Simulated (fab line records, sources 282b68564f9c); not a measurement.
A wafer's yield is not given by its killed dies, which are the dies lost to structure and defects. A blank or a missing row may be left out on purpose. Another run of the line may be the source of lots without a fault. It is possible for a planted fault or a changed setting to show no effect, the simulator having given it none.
Which tool is to blame? ; flow ritCmos ; Sampling: 12 lots, 36 wafers, 2 of 202 route steps

## WHAT THE GAUGES SHOWED, per wafer
RIT_SPACER_THK_MEAS_04. Usual: for SPACER_NITRIDE_THK the level is 248.8 nm and the standard deviation is 2.2.
lot;measured;on;SPACER_NITRIDE_THK (nm);flag
L341;day 3 02:56;filmMetro-04;245.8 245.5 247.5;
L342;day 3 08:43;filmMetro-04;247.4 247.4 246.1;
L343;day 3 13:02;filmMetro-04;247.5 248.3 246.1;
L345;day 3 22:37;filmMetro-04;249.4 249.0 248.1;
L346;day 4 03:10;filmMetro-01;283.8 286.7 284.8;OFF
L354;day 5 17:52;filmMetro-01;252.8 252.6 250.9;
L355;day 6 00:27;filmMetro-02;248.2 246.9 247.3;
L356;day 6 02:22;filmMetro-04;248.5 250.6 252.9;
L357;day 6 11:07;filmMetro-04;252.7 252.5 250.4;
L361;day 7 07:00;filmMetro-04;247.7 248.0 248.2;
L362;day 7 08:56;filmMetro-01;249.2 249.7 250.6;
L363;day 7 15:10;filmMetro-04;248.0 248.1 246.4;

## EACH LOT AND THE TOOL THAT RAN IT (in order: tool; ch and the chambers of the sampled wafers; start)
lot;RIT_SPACER_CVD_03
L341;lpcvd-02 ch 1, day 3 01:02
L342;lpcvd-01 ch 1, day 3 06:48
L343;lpcvd-02 ch 0, day 3 11:07
L345;lpcvd-02 ch 1, day 3 20:41
L346;lpcvd-01 ch 1, day 4 01:15
L354;lpcvd-01 ch 0, day 5 15:57
L355;lpcvd-02 ch 1, day 5 22:32
L356;lpcvd-02 ch 1, day 6 00:27
L357;lpcvd-02 ch 0, day 6 09:10
L361;lpcvd-02 ch 1, day 7 05:05
L362;lpcvd-02 ch 1, day 7 07:00
L363;lpcvd-02 ch 0, day 7 13:13
- RIT_SPACER_CVD_03: deposits Si3N4 from SiH2Cl2/NH3, target thk 250 nm, time 3300 s.

## WHAT THE TOOLS THEMSELVES READ (means of the sampled wafers that have a number; where no wafer has one, the mark that the record gives instead)
RIT_SPACER_CVD_03. Usual: pressureMtorr 300.0 mTorr, standard deviation 0.65; sih2cl2FlowSccm 60.04 sccm, standard deviation 0.17; zonePowerCentrePct 37.4 %, standard deviation 2.8.
lot;tool;pressureMtorr (mTorr);sih2cl2FlowSccm (sccm);zonePowerCentrePct (%);flag
L341;lpcvd-02;299.7;59.90;38.1;
L342;lpcvd-01;300.3;59.96;41.6;
L343;lpcvd-02;299.8;60.00;35.4;
L345;lpcvd-02;299.7;59.94;38.0;
L346;lpcvd-01;300.6;90.22;41.4;OFF
L354;lpcvd-01;300.4;59.90;33.1;
L355;lpcvd-02;300.0;60.14;38.1;
L356;lpcvd-02;299.4;60.06;38.2;
L357;lpcvd-02;299.8;60.04;35.6;
L361;lpcvd-02;300.0;59.98;37.9;
L362;lpcvd-02;299.3;60.03;38.1;
L363;lpcvd-02;300.0;60.08;35.4;

## THE ANSWER, worked out from the rows above alone
Rule: a lot is off if the mean of its wafers that have a number lies more than 3 standard deviations from the usual mean. A lot without any number at a reading at which 4 lots or more have one is off too. All remaining lots with rows at the step are treated as sound. After the gauges, taken in route order, come the tools' own readings; for these a lot's mean is taken, as printed above. At the first step where some lot is off, the reading lying furthest off is the one used; lots without a number count as furthest.
Off: at RIT_SPACER_THK_MEAS_04 (SPACER_NITRIDE_THK), L346.
A tool fits if, at a process step before that reading, it ran every lot that is off, and no sound lot after the first of them. Not tried: the gauges at RIT_SPACER_THK_MEAS_04; whatever is off there is also off at RIT_SPACER_CVD_03, on other tools, and gauge error can't account for it. Not one of the candidates tried fits.

## WHAT THE SIMULATOR HAD INSERTED
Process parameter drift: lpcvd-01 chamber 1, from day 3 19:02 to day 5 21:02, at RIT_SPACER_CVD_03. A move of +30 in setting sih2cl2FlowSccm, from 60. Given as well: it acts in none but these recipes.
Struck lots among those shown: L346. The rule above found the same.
